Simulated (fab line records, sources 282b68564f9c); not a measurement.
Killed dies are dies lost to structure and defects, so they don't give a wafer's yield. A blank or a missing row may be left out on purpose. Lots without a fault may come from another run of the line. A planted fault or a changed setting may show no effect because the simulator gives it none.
Problem report in the 8D (eight disciplines) form, filled by code | flow rit_cmos | the parts of the form that need people (team, actions taken, sign-off) are left out

1. THE PROBLEM
REOX_OXIDE_THK at RIT_REOX_THK_MEAS_04 reads a mean of 21.7 nm on 6 wafers of 2 lots; wafers without a fault read 25.3 nm with a standard deviation of 0.42. That is -8.6 standard deviations from the usual mean.
First seen on wafer L509.1, day 5 02:26, on film_metro-02. The record holds 42 wafers of 14 lots with a number at this step. Rule for "out", or "out of limits": more than 4 standard deviations from the usual mean. The other wafers with a number count as sound.

2. WHAT IT IS AND WHAT IT IS NOT
question                    | is                           | is not
which readings at this step | REOX_OXIDE_THK               | -
which lots                  | L509, L512                   | L500, L501, L503, L504, L505, L506, L507, L508, L510, L515, L519, L522
which wafers of those lots  | all that have a number       | -
read on which gauges        | film_metro-02, film_metro-03 | film_metro-04
when                        | from day 5 02:26             | up to then (24 sound wafers); but 12 sound wafers of L510, L515, L519, L522 came after

3. SUSPECTS, AND WHAT RULES EACH OUT
Counting: a tool at a process step up to the reading stays a suspect if it ran every lot that is out and no sound lot after the first of them.
- the gauge at RIT_REOX_THK_MEAS_04: ruled out. The wafers that are out were read on 2 gauges (film_metro-02, film_metro-03).
- furnace-01 at RIT_REOX_OXIDATION_03 (target thk 25.2 nm, ox time 5580 s): kept. It ran every lot that is out, first L509 (day 4 23:53), and no sound lot after that; its last sound lot up to then is L508 (day 4 16:15).
Left after counting: furnace-01 at RIT_REOX_OXIDATION_03.

4. THE CAUSE (what the simulator had put in)
Process parameter drift: furnace-01, from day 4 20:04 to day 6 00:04, at RIT_REOX_OXIDATION_03. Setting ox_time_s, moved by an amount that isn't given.
Counting left only this tool.

5. THE CHAIN OF EFFECTS, in route order
Each row: a reading whose mean over the struck wafers that have a number lies more than 3 standard deviations from the usual. Only readings for which the record gives a usual standard deviation are gone through. hours: the time from each lot's start at the first step in this table that gives one to its start at this step, as a median over the lots. sigmas: the change in usual standard deviations.
hours | step                 | reading        | usual   | on struck wafers | change | sigmas
0     | RIT_REOX_THK_MEAS_04 | REOX_OXIDE_THK | 25.3 nm | 21.7             | -3.6   | -8.6
Later measuring or inspecting steps at which every struck wafer that the step has a row for has a number for every such reading, and none has moved that far: RIT_M1_BOW_MEAS_16.

6. WHAT WOULD HAVE CAUGHT IT SOONER
In this record the first reading out of limits at a measuring or inspecting step was taken at day 5 02:26, 6 hours after the fault began at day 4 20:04.
Of the tool readings at RIT_REOX_OXIDATION_03 for which the record gives a usual standard deviation, none was out on any struck wafer, so an alarm limit of 4 standard deviations on them would not have fired.
Of the lots that are out (2), L512 began RIT_REOX_OXIDATION_03 on furnace-01 after day 5 02:26. A hold on the tool at that time would have spared it.
